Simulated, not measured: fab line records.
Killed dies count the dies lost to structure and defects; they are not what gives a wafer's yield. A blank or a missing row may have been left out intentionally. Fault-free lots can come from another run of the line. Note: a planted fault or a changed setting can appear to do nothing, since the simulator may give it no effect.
fab line records	flow rit-cmos
record lots=14	wafers=42	last-day=7
route steps=202 shown SPACER@125 M1@202
lots untouched by any fault: they come from a run of this same line in which no faults occurred
start-h: the number of hours between the record's first day and the start of the first shown wafer of the lot	wait-h: hours since the lot's step before	" unchanged from the row above	L1.1+2: a single row standing in for several wafers	- no value present, or no start provided	* or withheld: withheld	< > ~ a bound
route shown NAME@n: names a module that has steps shown in the file, with the first one's number in the route	usual: average and standard deviation across the fault-free wafers	same: alike in all rows	chamber/n: place in a boat	sites: readings site by site	_std_site: how widely they spread, as a standard deviation	_edge_site: mean of outer sites minus mean of inner sites	radius-mm: how far each site lies from the wafer's centre	mask NAME#n: copy n	behind: tool/chamber where the wafer was last shaped	hold: the reason the lot was held/the length of the hold in hours/how it ended	device: whichever transistor did not switch (one of n, p or np)	end of line: tests of these same wafers at the route's end	step lacking rows: just its recipe	killed: at the first sort, the dies lost to defects and structure; wafer yield is something else	map: a wafer's dies, marking killed ones x, the rest . and places with no die _
set.NAME: the setting as run; set.NAME@STEP: as run at that earlier step	model.NAME: the simulator's own value behind a step, which no gauge read
a sample of lots followed through the steps of the route, with each step as a table and each wafer as a row
services: the hour from which a tool's chamber was out of use, counted from the record's first day as start-h (under 0 if before that day), plus the number of hours and why
## steps
# step RIT_SPACER_CLEAN_00
# recipe chemistry=SC1	mix=3:3:50	time-s=600	temp-c=75
# usual bath-guard-temp-C=75.1/0.41	bath-heat-duty-pct=14.7/1.9
lot.wafer	tool	chamber	start-h	wait-h	bath-guard-temp-C	bath-heat-duty-pct
L702.1	wet-bench-02	3	56.32	0.1	75.9	14.8
L702.3	"	3	"	"	75.8	12.8
L702.4	"	3	"	"	75.8	13.9
L705.1	wet-bench-03	3	67.15	0.1	74.5	17.2
L705.2	"	3	"	"	74.6	16.3
L705.3	"	3	"	"	74.5	15.8
L706.2	wet-bench-03	1	70.85	0.0	75.4	14.9
L706.3	"	1	"	"	75.5	14.4
L706.6	"	1	"	"	75.2	15.0
L707.2	wet-bench-03	0	76.20	0.0	75.7	12.4
L707.3	"	0	"	"	75.8	12.6
L707.5	"	0	"	"	75.5	12.4
L708.1	wet-bench-03	0	79.36	0.1	75.7	11.7
L708.3	"	0	"	"	75.7	11.5
L708.5	"	0	"	"	75.5	12.6
L709.3	wet-bench-02	0	85.46	0.0	75.1	13.3
L709.4	"	0	"	"	75.4	13.2
L709.6	"	0	"	"	75.1	14.4
L710.1	wet-bench-01	1	89.04	0.1	74.8	16.3
L710.3	"	1	"	"	75.1	17.0
L710.5	"	1	"	"	74.7	16.4
L712.2	wet-bench-02	1	98.28	0.0	75.3	15.9
L712.3	"	1	"	"	74.8	15.5
L712.4	"	1	"	"	75.2	17.4
L711.1	wet-bench-02	1	99.39	0.1	75.3	17.4
L711.4	"	1	"	"	75.2	15.6
L711.6	"	1	"	"	74.8	15.8
L715.2	wet-bench-01	1	113.75	0.0	74.9	17.4
L715.3	"	1	"	"	74.8	16.9
L715.6	"	1	"	"	75.0	15.2
L716.2	wet-bench-02	0	119.17	0.0	-	-
L716.3	"	0	"	"	-	-
L716.5	"	0	"	"	-	-
L717.3	wet-bench-03	3	125.74	0.0	-	-
L717.4	"	3	"	"	-	-
L717.6	"	3	"	"	-	-
L724.1	wet-bench-02	2	159.41	0.1	74.8	17.2
L724.4	"	2	"	"	74.8	15.9
L724.6	"	2	"	"	74.8	16.5
L725.1	wet-bench-03	0	163.79	0.1	75.5	12.5
L725.2	"	0	"	"	75.9	11.2
L725.6	"	0	"	"	75.2	11.9
# step RIT_M1_PROBE_99
# usual killed-at-contacts=0.0/0.18	killed-at-front-end=7/3	killed-dies=7/3	killed-open=3.6/1.9	killed-short=3.2/1.8
# same gross-dies=264	killed_at_M0_to_M3=0	killed_at_M4_up=0	killed-at-back-side=0	killed-at-other=0
lot.wafer	tool	chamber	start-h	wait-h	killed-at-contacts	killed-at-front-end	killed-dies	killed-open	killed-short
L716.2	prober-02	-	133.04	0.1	0	2	2	1	1
L717.6	prober-01	-	139.52	0.2	0	9	9	6	3
# killed by level:class
L716.2 SPACER:geometric-particle:short=1 SILICIDE:geometric-particle:open=1
L717.6 REOX:geometric-particle:open=3 GATE:geometric-particle:short=2 FOX1:geometric-particle:open=1 GATE:geometric-particle:open=1 SPACER:geometric-particle:open=1 SILICIDE:geometric-particle:short=1
## services
tool	chamber	start-h	hours	kind
wet-bench-02	-	57.88	0.9	repair
wet-bench-02	-	61.90	1.9	pm
## key
first-sign step=RIT_SPACER_CLEAN_00	reading=tool-record	direction=missing
effect none on later readings
met-at RIT_SPACER_CLEAN_00
struck-lots L716,L717
tester-left-out L716,L717
onset-between 99.39 119.17
fault kind=skipped-step-whole	tool=wet-bench-02,wet-bench-03	chamber=-	onset-h=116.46	steps=RIT_SPACER_CLEAN_00	scope=struck-lots-only
# tester-left-out: of these lots the tester's yield and bins aren't shown, on N5 and GAA mostly nor the transistor test; their killed dies are dies lost to structure and defects alone, not to doping, threshold or leakage, so they don't give the yield
